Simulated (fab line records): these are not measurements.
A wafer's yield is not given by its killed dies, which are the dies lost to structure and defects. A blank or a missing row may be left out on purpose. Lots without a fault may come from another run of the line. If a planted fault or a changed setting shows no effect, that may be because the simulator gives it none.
Code-filled problem report in 8D (eight disciplines) form || flow berkeley cmos170 || the parts of the form that need people (team, actions taken, sign-off) are left out

== 1. WHAT WENT WRONG ==
Across 9 wafers from 3 lots, PLDD_RS at UCB170_SDANNEAL_RS_MEAS_04 averages 1081.3 ohm/sq, while fault-free wafers read 1031.5 ohm/sq with a standard deviation of 2.9. Measured from the usual mean, that is +17 standard deviations.
The step: measures by four-point-probe.
First seen on wafer L556.4, day 8 18:10, on film metro-01. The record has a number at this step for 45 wafers belonging to 15 lots. The rule behind "out" and "out of limits": a value lying over 4 standard deviations away from the usual mean. All remaining wafers that have a number are taken as sound.

== 2. WHAT IT IS, WHAT IT ISN'T ==
{"question": "which readings at this step", "is": "PLDD_RS", "is not": "-"}
{"question": "which lots", "is": "L555, L556, L562", "is not": "L546, L547, L548, L549, L550, L551, L552, L553, L554, L560, L566, L567"}
{"question": "which wafers of those lots", "is": "all that have a number", "is not": "-"}
{"question": "read on which gauges", "is": "film metro-01, film metro-03", "is not": "film metro-02"}
{"question": "when", "is": "from day 8 18:10", "is not": "up to then (27 sound wafers); but 9 sound wafers of L560, L566, L567 came after"}

== 3. THE SUSPECTS, EACH WITH WHAT RULES IT OUT ==
Counting: a tool stays on the suspect list if, at a process step up to the reading, it processed all lots that are out and no sound lot following the first of them.
- ruled out: the gauge at UCB170_SDANNEAL_RS_MEAS_04. 2 gauges (film metro-01, film metro-03) read the wafers that are out.
- furnace-01 at UCB170_SPACER_ANNEAL_02 (time 1800 s): kept. It processed each lot that is out, first L555 at day 8 12:22, and no sound lot thereafter; up to then, the last sound lot it processed was L552 at day 8 06:55. Its own spike tc centre C readings are out on those wafers.
After counting, what remains is furnace-01 at UCB170_SPACER_ANNEAL_02.

== 4. THE CAUSE (what the simulator had put in) ==
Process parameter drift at UCB170_SPACER_ANNEAL_02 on furnace-01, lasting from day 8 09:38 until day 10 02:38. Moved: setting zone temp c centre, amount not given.
This tool alone remained once counting was done.

== 5. THE EFFECT CHAIN, in route order ==
One row per reading whose mean, taken over the struck wafers that have a number, lies over 3 standard deviations from the usual. Readings are gone through only where the record gives a usual standard deviation; hours: the median, over the lots, of the time from a lot's start at the first step in this table giving one to that lot's start at this step; sigmas: the change measured in usual standard deviations.
{"hours": 0, "step": "UCB170_SPACER_ANNEAL_02", "reading": "spike tc centre C", "usual": "902.7 C", "on struck wafers": 867.4, "change": -35.3, "sigmas": -25}
{"hours": 6, "step": "UCB170_SDANNEAL_RS_MEAS_04", "reading": "PLDD_RS", "usual": "1031.5 ohm/sq", "on struck wafers": 1081.3, "change": "+49.8", "sigmas": "+17"}
Process steps it contains:
- UCB170_SPACER_ANNEAL_02: time 1800 s.

== 6. HOW IT WOULD HAVE BEEN CAUGHT EARLIER ==
9 hours passed between the start of the fault at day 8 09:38 and the first reading out of limits at a measuring or inspecting step in this record, taken at day 8 18:10.
Tool's own readings at UCB170_SPACER_ANNEAL_02, spike tc centre C: out on all struck wafers the step has rows for; an alarm limit on them would have tripped on the first.
Lots out: 3; of these, L562 started UCB170_SPACER_ANNEAL_02 on furnace-01 after day 8 18:10. Holding the tool at that time would have saved it.
